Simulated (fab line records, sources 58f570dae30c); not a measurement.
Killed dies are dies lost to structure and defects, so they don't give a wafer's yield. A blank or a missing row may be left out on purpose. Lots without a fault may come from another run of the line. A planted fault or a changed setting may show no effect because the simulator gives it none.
A struck lot beside a sound one | flow berkeley_cmos170 | 16 steps out of a route of 331
Sound: wafers L332.4, L332.5, L332.6. Struck: wafers L340.1, L340.2, L340.5. The cause comes at the end.
At each step with rows: each side's tool, then ch and its chambers, then its first start. Under that, the readings that differ: sound wafers | struck wafers | difference of the means | sigmas: that difference in standard deviations of wafers without a fault.
alike: readings whose means differ by less than 2 such deviations, and words and numbers that are the same on both sides. not compared: withheld readings, readings that some wafer has no value for, bounds like >300 that may hide the same value, and numbers for which the record gives no deviation and whose values overlap.
The two part at a step that has a row with sigmas, a row that says differs or no value, or rows on one side only. Numbers that don't overlap but have no deviation are shown without sigmas and don't part them. A reading that every wafer of one side lacks parts them only if that side has two wafers or more.

UCB170_CONTACT_STRIP_06: strips in O2.
  sound on plasma_asher-03 ch 0,1, day 6 20:23; struck on plasma_asher-02 ch 0,1, day 8 23:40
  alike: drypump_motor_current_A, oes_product_au, strip_time_to_endpoint_s
  not compared: rf_hours_counter_h
then, 1 step without rows for these wafers: UCB170_CONTACT_CLEAN_07 (cleans in SPM, time 600 s).
UCB170_CONTACT_RTA_08: time 10 s.
  sound on rtp_anneal-01 ch 0, day 6 22:51; struck on rtp_anneal-01 ch 0, day 8 23:58
  alike: lamp_power_pct, wafer_temp_C_max
then, 6 steps without rows for these wafers: UCB170_CONTACT_COAT_09; UCB170_CONTACT_COAT_10 (resist thk 900 nm); UCB170_CONTACT_SOFTBAKE_11 (time 60 s); UCB170_CONTACT_EXPOSE_12 (exposes mask CONT, target cd 700 nm); UCB170_CONTACT_PEB_13; UCB170_CONTACT_DEVELOP_14 (develop time 45 s).
UCB170_CONTACT_CD_MEAS_15: target cd 700 nm.
  sound on cd_sem-02, day 7 00:10; struck on cd_sem-02, day 9 01:07
  alike: cd_nm
UCB170_CONTACT_OVL_MEAS_16:
  sound on overlay-01, day 7 00:15; struck on overlay-01, day 9 01:14
  alike: CONTACT_OVL
UCB170_CONTACT_ETCH_17: etches BARC in N2/H2.
  sound on rie_diel-04 ch 0,2,3, day 7 00:16; struck on rie_diel-01 ch 0,2,3, day 9 01:16
  alike: bias_w, chamber_pressure_mTorr, drypump_motor_current_A, oes_product_au, rf_fwd_power_W, throttle_valve_pct
UCB170_CONTACT_ETCH_18: etches PSG in CHF3/CF4/Ar, stops on TiSi2, target depth 840 nm, time 195 s.
  sound on rie_diel-04 ch 0,2,3, day 7 00:00; struck on rie_diel-01 ch 0,2,3, day 9 01:00
  no value came back on the struck wafers for any of 6 readings (CHF3_flow_sccm (sccm), cf4_flow_sccm (sccm) and others); on the sound wafers CHF3_flow_sccm (sccm) reads 44.78 44.71 44.84
  reading                                  | sound             | struck            | difference | sigmas
  model.KrF_of_CONTACT_COAT_10.thk_nm (nm) | 696.3 695.9 695.4 | 882.3 884.4 885.2 | +188.1     |
  not compared: rf_hours_counter_h
UCB170_CONTACT_STRIP_19: strips in O2.
  sound on plasma_asher-03 ch 0,1, day 7 00:28; struck on plasma_asher-03 ch 0,1, day 9 01:26
  alike: drypump_motor_current_A, oes_product_au
  not compared: rf_hours_counter_h
UCB170_CONTACT_CD_MEAS_90: target cd 700 nm.
  sound on cd_sem-01, day 7 00:35; struck on cd_sem-01, day 9 01:32
  reading    | sound             | struck | difference                    | sigmas
  cd_nm (nm) | 700.4 698.9 698.9 | - - -  | no value on the struck wafers |
then, 1 step without rows for these wafers: UCB170_CONTACT_CLEAN_20 (cleans in SPM, time 600 s).

WHERE THEY PART
First at UCB170_CONTACT_ETCH_18; last, within this record, at UCB170_CONTACT_CD_MEAS_90.

WHY: what the simulator had put in
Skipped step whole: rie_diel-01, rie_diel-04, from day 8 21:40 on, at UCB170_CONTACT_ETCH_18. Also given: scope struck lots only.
